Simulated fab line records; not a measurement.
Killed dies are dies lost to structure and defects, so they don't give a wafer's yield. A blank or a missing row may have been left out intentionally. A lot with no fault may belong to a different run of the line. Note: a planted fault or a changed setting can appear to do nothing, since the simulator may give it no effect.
The tool behind it: which one? | flow berkeley_cmos170 | 21 wafers from 7 lots sampled at 3 of the route's 331 steps

## WHAT THE GAUGES SHOWED, per wafer
UCB170_PLDD_CD_MEAS_06: target cd 1200 nm.
lot  | measured     | on        | cd_nm (nm)
L486 | day 7 12:39  | cd_sem-02 | 1199.3 1198.3 1198.5
L487 | day 7 18:40  | cd_sem-02 | 1199.3 1200.5 1201.0
L500 | day 9 16:13  | cd_sem-02 | 1201.6 1200.6 1199.8
L498 | day 9 17:26  | cd_sem-01 | 1200.8 1200.2 1202.3
L502 | day 10 21:16 | cd_sem-01 | 1199.0 1200.3 1198.8
L504 | day 11 09:39 | cd_sem-01 | 1200.1 1199.3 1199.6

## EACH LOT AND THE TOOL THAT RAN IT (in order: tool; ch and the chambers of the sampled wafers; start)
lot  | UCB170_GATE_PEB_10                | UCB170_GATE_STRIP_16
L486 | litho_track-03 ch 0, day 7 10:17  | plasma_asher-01 ch 0,1, day 7 10:49
L487 | litho_track-01 ch 0, day 7 16:38  | plasma_asher-02 ch 0,1, day 7 17:10
L494 | litho_track-02, day 9 01:52       | plasma_asher-04 ch 0,1, day 9 02:25
L500 | litho_track-01 ch 0, day 9 13:56  | plasma_asher-04 ch 0,1, day 9 14:27
L498 | litho_track-01 ch 0, day 9 14:26  | plasma_asher-02 ch 0,1, day 9 14:56
L502 | litho_track-01 ch 0, day 10 17:04 | plasma_asher-02 ch 0,1, day 10 17:34
L504 | litho_track-02 ch 0, day 11 07:41 | plasma_asher-02 ch 0,1, day 11 08:11
- UCB170_GATE_PEB_10
- UCB170_GATE_STRIP_16: strips in O2.

## THE ANSWER, worked out from the rows above alone
Rule: usual is defined by the lots themselves. Put in order of their means at a reading, lots are off if they are a third of the lots or fewer, leave a main group of 4 or more, and stand apart from it by a gap of 3 or more times the standard deviation of the main group's means; of several such gaps the widest counts. The tables above print the reading to a certain number of digits; a main group whose means all agree to those digits is not used. A lot without any number at a reading at which 4 lots or more have one is off too. Where the step has rows for the other lots, those lots are counted as sound.
No lot is off on any of the readings shown, so nothing can be concluded from this.

## WHAT THE SIMULATOR PUT IN
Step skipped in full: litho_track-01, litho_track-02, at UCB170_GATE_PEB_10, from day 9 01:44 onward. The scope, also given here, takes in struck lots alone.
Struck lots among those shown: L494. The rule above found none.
